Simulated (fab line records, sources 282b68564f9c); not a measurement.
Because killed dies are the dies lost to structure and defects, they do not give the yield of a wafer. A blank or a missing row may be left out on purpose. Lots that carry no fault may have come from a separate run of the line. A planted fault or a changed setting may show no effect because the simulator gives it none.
Shared-tool check | flow rit cmos | 14 lots, 42 wafers sampled

REASON IT WAS OPENED
RIT_NSD_OVL_MEAS_06, reading NSD_OVL: flagged on 2 of 14 lots. Wafers without a fault read -1.0 nm, standard deviation 1.6.
Rule: a lot is flagged in two cases, either no wafer of it has a number, or all its wafers with numbers fall more than 4 standard deviations from that mean. As for the other lots, they are considered sound.

lot  | measured    | on         | NSD_OVL (nm), wafer by wafer | flag
L330 | day 3 02:21 | overlay-01 | -1.6 -2.9 -0.4               |
L331 | day 3 09:42 | overlay-01 | 0.4 0.2 -1.7                 |
L332 | day 3 14:52 | overlay-01 | 0.3 0.0 0.9                  |
L334 | day 4 00:22 | overlay-02 | -2.0 -1.9 0.0                |
L336 | day 4 04:48 | overlay-01 | 3276.3 3277.4 3277.3         | FLAGGED
L338 | day 4 15:31 | overlay-01 | 3275.8 3276.1 3275.4         | FLAGGED
L340 | day 5 03:16 | overlay-01 | -1.2 -1.9 -1.4               |
L341 | day 5 07:27 | overlay-02 | -0.8 -1.4 1.0                |
L343 | day 5 17:20 | overlay-01 | -3.8 -1.7 -4.1               |
L344 | day 5 22:35 | overlay-02 | -4.3 -0.8 -2.6               |
L345 | day 6 02:25 | overlay-01 | -5.2 -2.6 -4.2               |
L349 | day 6 22:03 | overlay-02 | 1.1 -1.8 1.9                 |
L351 | day 7 19:46 | overlay-02 | -2.5 -0.5 -1.7               |
L353 | day 8 02:46 | overlay-01 | -1.6 0.5 -1.0                |
Averaged over the flagged lots the numbers come to 3276.4 nm, +3277.4 nm from the usual (+99 or more standard deviations).

WHICH TOOL RAN EACH LOT
2 process steps preceding the reading are held in the record, out of 202 steps in the route. Each cell gives the tool, then ch followed by the chambers the sampled wafers passed through, then the start.
lot  | flag    | RIT_SPACER_ETCHBACK_05            | RIT_NSD_EXPOSE_03
L330 |         | rie diel-02 ch 0,1,3, day 3 01:13 | iline stepper-01 ch 0, day 3 01:59
L331 |         | rie diel-03 ch 0,1,3, day 3 08:22 | iline stepper-02 ch 0, day 3 09:05
L332 |         | rie diel-04 ch 0,1, day 3 13:51   | iline stepper-02 ch 0, day 3 14:28
L334 |         | rie diel-03 ch 0,1, day 3 23:16   | iline stepper-01 ch 0, day 3 23:59
L336 | FLAGGED | rie diel-03 ch 1,2, day 4 03:40   | iline stepper-02 ch 0, day 4 04:25
L338 | FLAGGED | rie diel-04 ch 1,2,3, day 4 14:23 | iline stepper-02 ch 0, day 4 15:07
L340 |         | rie diel-03 ch 0,1, day 5 02:09   | iline stepper-01 ch 0, day 5 02:52
L341 |         | rie diel-04 ch 0,1, day 5 06:27   | iline stepper-01 ch 0, day 5 07:04
L343 |         | rie diel-03 ch 0,2,3, day 5 16:20 | iline stepper-01 ch 0, day 5 16:58
L344 |         | rie diel-02 ch 0,1, day 5 21:34   | iline stepper-01 ch 0, day 5 22:11
L345 |         | rie diel-02 ch 2,3, day 6 01:25   | iline stepper-01 ch 0, day 6 02:02
L349 |         | rie diel-04 ch 0,2,3, day 6 20:55 | iline stepper-01 ch 0, day 6 21:40
L351 |         | rie diel-03 ch 1,2, day 7 07:14   | iline stepper-01 ch 0, day 7 19:18
L353 |         | rie diel-03 ch 0,1,3, day 8 01:28 | iline stepper-01 ch 0, day 8 02:20
What these steps do:
- RIT_SPACER_ETCHBACK_05: etches Si3N4 in SF6/CHF3, stops on SiO2, target depth 250 nm, time 240 s.
- RIT_NSD_EXPOSE_03: exposes mask M9, target cd 40700 nm.
- RIT_NSD_OVL_MEAS_06

FLAGGED AGAINST TOTAL, ONE TOOL AT A TIME (gauges that did the reading follow at the end)
step                   | tool             | lots run | flagged | share of the flagged lots | sound lots run after its first flagged lot
RIT_SPACER_ETCHBACK_05 | rie diel-02      | 3        | 0       | none                      | -
RIT_SPACER_ETCHBACK_05 | rie diel-03      | 7        | 1       | some                      | 4 (L340,L343,L351,L353)
RIT_SPACER_ETCHBACK_05 | rie diel-04      | 4        | 1       | some                      | 2 (L341,L349)
RIT_NSD_EXPOSE_03      | iline stepper-01 | 10       | 0       | none                      | -
RIT_NSD_EXPOSE_03      | iline stepper-02 | 4        | 2       | all                       | 0
RIT_NSD_OVL_MEAS_06    | overlay-01       | 9        | 2       | all                       | 4 (L340,L343,L345,L353)
RIT_NSD_OVL_MEAS_06    | overlay-02       | 5        | 0       | none                      | -

WHAT THE TABLE PERMITS
2 rows of the table ran every flagged lot: iline stepper-02 at RIT_NSD_EXPOSE_03, overlay-01 at RIT_NSD_OVL_MEAS_06.
- iline stepper-02 at RIT_NSD_EXPOSE_03 ran 4 lots, 2 of them flagged. Last sound lot L332 at day 3 14:28, first flagged lot L336 at day 4 04:25; a fault beginning in between fits.
- overlay-01 at RIT_NSD_OVL_MEAS_06 ran 9 lots, 2 of them flagged. Sound lots followed the first flagged one (L340, L343, L345, L353) on it, something a lasting fault affecting the whole tool could not allow.
What remains is a single tool, iline stepper-02 at RIT_NSD_EXPOSE_03.

WHAT WAS PUT IN BY THE SIMULATOR
Scanner matching overlay: iline stepper-02, from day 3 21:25 on, at RIT_NSD_EXPOSE_03. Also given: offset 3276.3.
Lots struck among those shown: L336, L338. The rule given above showed the same thing.
